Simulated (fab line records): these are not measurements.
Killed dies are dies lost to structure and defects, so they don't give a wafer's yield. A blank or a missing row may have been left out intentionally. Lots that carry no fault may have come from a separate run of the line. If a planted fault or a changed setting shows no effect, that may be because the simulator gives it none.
A struck lot beside a sound one -- flow berkeley-cmos170 -- 15 out of 331 route steps
Sound: these wafers, L434.3, L434.5, L434.6. Struck: wafers L441.1, L441.2, L441.5. The cause is named last.
Each step with rows lists, per side, the tool, then ch with its chambers, then its first start. Under that, the readings that differ: sound wafers -- struck wafers -- difference of the means -- sigmas: that difference in standard deviations of wafers without a fault.
alike: a reading whose means differ by less than 2 such deviations, as well as words and numbers matching on both sides. not compared: withheld readings; readings where some wafer has no value; bounds like >300 that might hide an equal value; numbers whose values overlap and for which the record gives no deviation.
The two part at a step that has a row with sigmas, a row that says differs or no value, or rows on one side only. Numbers that have no deviation but don't overlap get no sigmas and don't part them. Lack of a reading on every wafer of one side parts them only where that side has two or more wafers.

first, 5 steps without rows for these wafers: UCB170_CONTACT_COAT_10 (resist thk 900 nm); UCB170_CONTACT_SOFTBAKE_11 (time 60 s); UCB170_CONTACT_EXPOSE_12 (exposes mask CONT, target cd 700 nm); UCB170_CONTACT_PEB_13; UCB170_CONTACT_DEVELOP_14 (develop time 45 s).
UCB170_CONTACT_CD_MEAS_15: the cd target is 700 nm.
  struck on cd-sem-01, day 9 20:26; sound on cd-sem-01, day 8 06:01
  alike: cd-nm
UCB170_CONTACT_OVL_MEAS_16:
  struck on overlay-01, day 9 20:34; sound on overlay-01, day 8 06:07
  alike: CONTACT_OVL
UCB170_CONTACT_ETCH_17: etches BARC in N2/H2.
  sound on rie-diel-02 ch 0,2,3, day 8 06:08; struck on rie-diel-02 ch 1,3, day 9 20:36
  alike: drypump-motor-current-A, oes-product-au, rf-fwd-power-W, throttle-valve-pct
UCB170_CONTACT_ETCH_18: etches PSG in CHF3/CF4/Ar, stops on TiSi2, target depth 840 nm, time 195 s.
  sound on rie-diel-02 ch 0,2,3; struck on rie-diel-02 ch 1,3
  alike: drypump-motor-current-A, oes-product-au, rf-fwd-power-W, throttle-valve-pct
  not compared: rf-hours-counter-h
UCB170_CONTACT_STRIP_19: strips in O2.
  sound on plasma-asher-02 ch 0,1, day 8 06:20; struck on plasma-asher-03 ch 0,1, day 9 20:46
  alike: drypump-motor-current-A, o2-flow-sccm, oes-product-au
  not compared: rf-hours-counter-h
UCB170_CONTACT_CD_MEAS_90: the cd target is 700 nm.
  struck on cd-sem-01, day 9 20:52; sound on cd-sem-02, day 8 06:26
  alike: cd-nm
then, 1 step without rows for these wafers: UCB170_CONTACT_CLEAN_20 (cleans in SPM, time 600 s).
UCB170_M1_SPUTTER_00: material Al, target thk 600 nm, time 80 s.
  struck on pvd-sputter-02, day 9 21:13; sound on pvd-sputter-04, day 8 06:42
  no value came back on the struck wafers for cathode-dc-power-W (W), chamber-pressure-pa (Pa), throttle-valve-pct (%), time-s (s); on the sound wafers cathode-dc-power-W (W) reads 5999.8 6000.3 5999.6
UCB170_M1_RS_MEAS_01: measures by four-point-probe.
  struck on film-metro-02, day 9 21:38; sound on film-metro-03, day 8 06:48
reading,sound,struck,difference,sigmas
M1_AL_RS (ohm/sq),0.0492 0.0492 0.0490,- - -,no value on the struck wafers,
  not compared: hold
UCB170_M3_PROBE_99:
  the record holds rows for the sound wafers here (prober-02, day 8 23:58) but none for the struck ones

## WHERE THEY PART
Last at UCB170_M3_PROBE_99 as far as this record goes, first at UCB170_M1_SPUTTER_00.

WHY: what the simulator had put in
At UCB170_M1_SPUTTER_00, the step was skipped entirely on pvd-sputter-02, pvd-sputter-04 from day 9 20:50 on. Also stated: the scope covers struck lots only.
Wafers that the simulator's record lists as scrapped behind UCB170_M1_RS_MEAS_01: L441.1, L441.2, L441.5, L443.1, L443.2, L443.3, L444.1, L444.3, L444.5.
